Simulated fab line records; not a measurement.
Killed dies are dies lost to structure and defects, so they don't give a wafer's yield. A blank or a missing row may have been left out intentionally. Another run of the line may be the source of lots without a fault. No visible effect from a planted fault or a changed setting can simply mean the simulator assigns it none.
Which tool was responsible? || flow ritCmos || 42 wafers from 14 lots sampled at 2 of the route's 202 steps

WHAT THE GAUGES SHOWED, per wafer
Not one reading of a measure or inspect step in the record can be checked against a usual standard deviation.

EACH LOT AND THE TOOL THAT RAN IT (in order: tool; ch and the chambers of the sampled wafers; start)
{"lot": "L273", "RIT_NRETRO_SOFTBAKE_02": "lithoTrack-02 ch 0, day 2 07:41", "RIT_M1_PROBE_99": "-"}
{"lot": "L274", "RIT_NRETRO_SOFTBAKE_02": "lithoTrack-03 ch 0, day 2 10:07", "RIT_M1_PROBE_99": "-"}
{"lot": "L275", "RIT_NRETRO_SOFTBAKE_02": "lithoTrack-02 ch 0, day 2 14:13", "RIT_M1_PROBE_99": "-"}
{"lot": "L276", "RIT_NRETRO_SOFTBAKE_02": "lithoTrack-03 ch 0, day 2 19:53", "RIT_M1_PROBE_99": "-"}
{"lot": "L277", "RIT_NRETRO_SOFTBAKE_02": "lithoTrack-03 ch 0, day 3 01:01", "RIT_M1_PROBE_99": "-"}
{"lot": "L278", "RIT_NRETRO_SOFTBAKE_02": "lithoTrack-02 ch 0, day 3 07:00", "RIT_M1_PROBE_99": "-"}
{"lot": "L279", "RIT_NRETRO_SOFTBAKE_02": "lithoTrack-03 ch 0, day 3 11:39", "RIT_M1_PROBE_99": "-"}
{"lot": "L287", "RIT_NRETRO_SOFTBAKE_02": "lithoTrack-04 ch 0, day 5 04:37", "RIT_M1_PROBE_99": "prober-02, day 6 10:48"}
{"lot": "L288", "RIT_NRETRO_SOFTBAKE_02": "lithoTrack-04 ch 0, day 5 07:28", "RIT_M1_PROBE_99": "-"}
{"lot": "L291", "RIT_NRETRO_SOFTBAKE_02": "lithoTrack-04 ch 0, day 6 01:32", "RIT_M1_PROBE_99": "-"}
{"lot": "L292", "RIT_NRETRO_SOFTBAKE_02": "lithoTrack-04 ch 0, day 6 05:35", "RIT_M1_PROBE_99": "-"}
{"lot": "L293", "RIT_NRETRO_SOFTBAKE_02": "lithoTrack-02 ch 0, day 6 08:29", "RIT_M1_PROBE_99": "-"}
{"lot": "L295", "RIT_NRETRO_SOFTBAKE_02": "lithoTrack-04 ch 0, day 6 18:36", "RIT_M1_PROBE_99": "-"}
{"lot": "L296", "RIT_NRETRO_SOFTBAKE_02": "lithoTrack-02 ch 0, day 7 02:29", "RIT_M1_PROBE_99": "-"}
- RIT_NRETRO_SOFTBAKE_02: time 60 s.
- RIT_M1_PROBE_99

WHAT THE TOOLS THEMSELVES READ (means of the sampled wafers that have a number; where no wafer has one, the mark that the record gives instead)
RIT_NRETRO_SOFTBAKE_02. Usual: heaterPowerTotalW 34.56 W, standard deviation 0.053; plateTempC 89.98 C, standard deviation 0.14.
{"lot": "L273", "tool": "lithoTrack-02", "heaterPowerTotalW (W)": 34.58, "plateTempC (C)": 90.00, "flag": ""}
{"lot": "L274", "tool": "lithoTrack-03", "heaterPowerTotalW (W)": 34.53, "plateTempC (C)": 89.76, "flag": ""}
{"lot": "L275", "tool": "lithoTrack-02", "heaterPowerTotalW (W)": 34.53, "plateTempC (C)": 89.96, "flag": ""}
{"lot": "L276", "tool": "lithoTrack-03", "heaterPowerTotalW (W)": 34.60, "plateTempC (C)": 89.99, "flag": ""}
{"lot": "L277", "tool": "lithoTrack-03", "heaterPowerTotalW (W)": 32.52, "plateTempC (C)": 86.27, "flag": "OFF"}
{"lot": "L278", "tool": "lithoTrack-02", "heaterPowerTotalW (W)": 34.53, "plateTempC (C)": 89.98, "flag": ""}
{"lot": "L279", "tool": "lithoTrack-03", "heaterPowerTotalW (W)": 32.50, "plateTempC (C)": 85.96, "flag": "OFF"}
{"lot": "L287", "tool": "lithoTrack-04", "heaterPowerTotalW (W)": 34.61, "plateTempC (C)": 89.99, "flag": ""}
{"lot": "L288", "tool": "lithoTrack-04", "heaterPowerTotalW (W)": 34.57, "plateTempC (C)": 89.87, "flag": ""}
{"lot": "L291", "tool": "lithoTrack-04", "heaterPowerTotalW (W)": 34.54, "plateTempC (C)": 90.04, "flag": ""}
{"lot": "L292", "tool": "lithoTrack-04", "heaterPowerTotalW (W)": 34.57, "plateTempC (C)": 90.14, "flag": ""}
{"lot": "L293", "tool": "lithoTrack-02", "heaterPowerTotalW (W)": 34.55, "plateTempC (C)": 89.84, "flag": ""}
{"lot": "L295", "tool": "lithoTrack-04", "heaterPowerTotalW (W)": 34.58, "plateTempC (C)": 89.95, "flag": ""}
{"lot": "L296", "tool": "lithoTrack-02", "heaterPowerTotalW (W)": 34.60, "plateTempC (C)": 89.87, "flag": ""}

RIT_M1_PROBE_99. Usual: killedAtContacts 0.1, standard deviation 0.24; killedAtFrontEnd 7, standard deviation 3.1; killedDies 7, standard deviation 3.1; killedOpen 3.3, standard deviation 2; killedShort 3.4, standard deviation 2.1.
{"lot": "L287", "tool": "prober-02", "killedAtContacts": 0.0, "killedAtFrontEnd": 8, "killedDies": 8, "killedOpen": 4.7, "killedShort": 3.3, "flag": ""}

THE ANSWER, worked out from the rows above alone
Rule: take the mean of a lot's wafers that have a number; if it is more than 3 standard deviations from the usual mean, the lot is off. A lot without any number at a reading at which 4 lots or more have one is off too. Any other lot the step has rows for is counted as sound. The gauges are gone through in route order, then the tools' own readings, and for those a lot's mean is taken as printed above. At the first step where some lot is off, the reading lying furthest off is the one used; lots without a number count as furthest.
Off: L277, L279, at RIT_NRETRO_SOFTBAKE_02 (heaterPowerTotalW).
A tool fits if, at that step or a process step before it, it ran every lot that is off, and no sound lot after the first of them. One candidate fits, namely lithoTrack-03 at RIT_NRETRO_SOFTBAKE_02. Its last sound lot is L276 (day 2 19:53), its first lot that is off L277 (day 3 01:01): a fault that began between those two fits.
The tool's own readings at RIT_NRETRO_SOFTBAKE_02 bear it out: on the lots that are off they differ by more than 5 times the standard deviation of the sound lots' means. heaterPowerTotalW reads 32.51 W there against 34.57 W on the sound lots; plateTempC reads 86.11 C there against 89.95 C on the sound lots.

WHAT THE SIMULATOR HAD PUT IN
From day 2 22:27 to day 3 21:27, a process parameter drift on lithoTrack-03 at RIT_NRETRO_SOFTBAKE_02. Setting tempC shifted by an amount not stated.
Lots struck among those shown: L277, L279. Same finding as the rule above.
